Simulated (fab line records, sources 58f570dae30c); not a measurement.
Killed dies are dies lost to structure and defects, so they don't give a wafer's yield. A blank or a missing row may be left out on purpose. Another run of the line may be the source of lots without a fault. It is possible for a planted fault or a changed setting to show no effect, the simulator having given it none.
A struck lot beside a sound one | flow berkeley_cmos170 | 13 steps out of a route of 331
Sound: these wafers, L772.1, L772.4, L772.5. The struck wafers were L782.1, L782.2, L782.4. Last of all comes the cause.
Each step with rows lists, per side, the tool, then ch with its chambers, then its first start. Under that, the readings that differ: sound wafers | struck wafers | difference of the means | sigmas: that difference in standard deviations of wafers without a fault.
alike: readings with means less than 2 such deviations apart, plus words and numbers identical on both sides. not compared: withheld readings, readings lacking a value on some wafer, bounds such as >300 that could conceal the same value, and numbers that have no deviation in the record and whose values overlap.
The two part at a step that has a row with sigmas, a row that says differs or no value, or rows on one side only. Numbers that have no deviation but don't overlap get no sigmas and don't part them. A reading missing from all wafers of one side parts the sides only when that side holds two or more wafers.

UCB170_NSD_CD_MEAS_06 targets a cd of 1200 nm.
  sound: cd_sem-02 at day 8 17:43; struck: cd_sem-02 at day 11 14:19
  alike: cd_nm
UCB170_NSD_OVL_MEAS_07:
  sound: overlay-01 at day 8 17:50; struck: overlay-02 at day 11 14:26
  alike: NSD_OVL
after that, 1 step had no rows for these wafers: UCB170_NSD_IMPLANT_08.
UCB170_NSD_STRIP_09: strips in O2.
  sound on plasma_asher-04 ch 0,1, day 8 18:02; struck on plasma_asher-02 ch 0,1, day 11 14:37
  alike: drypump_motor_current_A, oes_product_au, strip_time_to_endpoint_s
  not compared: rf_hours_counter_h
UCB170_NSD_TW_MEAS_10:
  sound: film_metro-03 at day 8 18:08; struck: film_metro-01 at day 11 14:43
  alike: NSD_TW
then, 4 steps without rows for these wafers: UCB170_NSD_CLEAN_11 (cleans in SPM, time 600 s); UCB170_BACKSIDE_HMDS_00 (prime time 60 s); UCB170_BACKSIDE_COAT_01 (resist thk 900 nm); UCB170_BACKSIDE_SOFTBAKE_02 (time 60 s).
UCB170_BACKSIDE_STRIP_03: strips in O2.
  sound on plasma_asher-04 ch 0,1, day 8 18:50; struck on plasma_asher-04 ch 0,1, day 11 16:36
  alike: drypump_motor_current_A, oes_product_au, strip_time_to_endpoint_s
  not compared: rf_hours_counter_h
then, 1 step without rows for these wafers: UCB170_BACKSIDE_CLEAN_04 (cleans in SPM, time 600 s).
UCB170_SDANNEAL_RTA_00: time 10 s.
  sound on rtp_anneal-02 ch 0, day 8 19:07; struck on rtp_anneal-02 ch 0, day 11 17:05
  alike: anneal_temp_c_max, chamber_o2_ppm, lamp_power_pct, wafer_temp_C_max
UCB170_SDANNEAL_RTA_01: time 5 s.
  struck on rtp_anneal-02, day 11 17:10; sound on rtp_anneal-02 ch 0, day 8 19:11
  no value came back on the struck wafers for anneal_temp_c_max, chamber_o2_ppm, lamp_power_pct (%), wafer_temp_C_max; on the sound wafers anneal_temp_c_max reads 1057.7 1056.7 1056.9

## WHERE THEY PART
Only at UCB170_SDANNEAL_RTA_01, within this record.

WHY: the cause the simulator had injected
Step skipped in full: rtp_anneal-02, at UCB170_SDANNEAL_RTA_01, from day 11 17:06 onward. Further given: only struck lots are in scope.
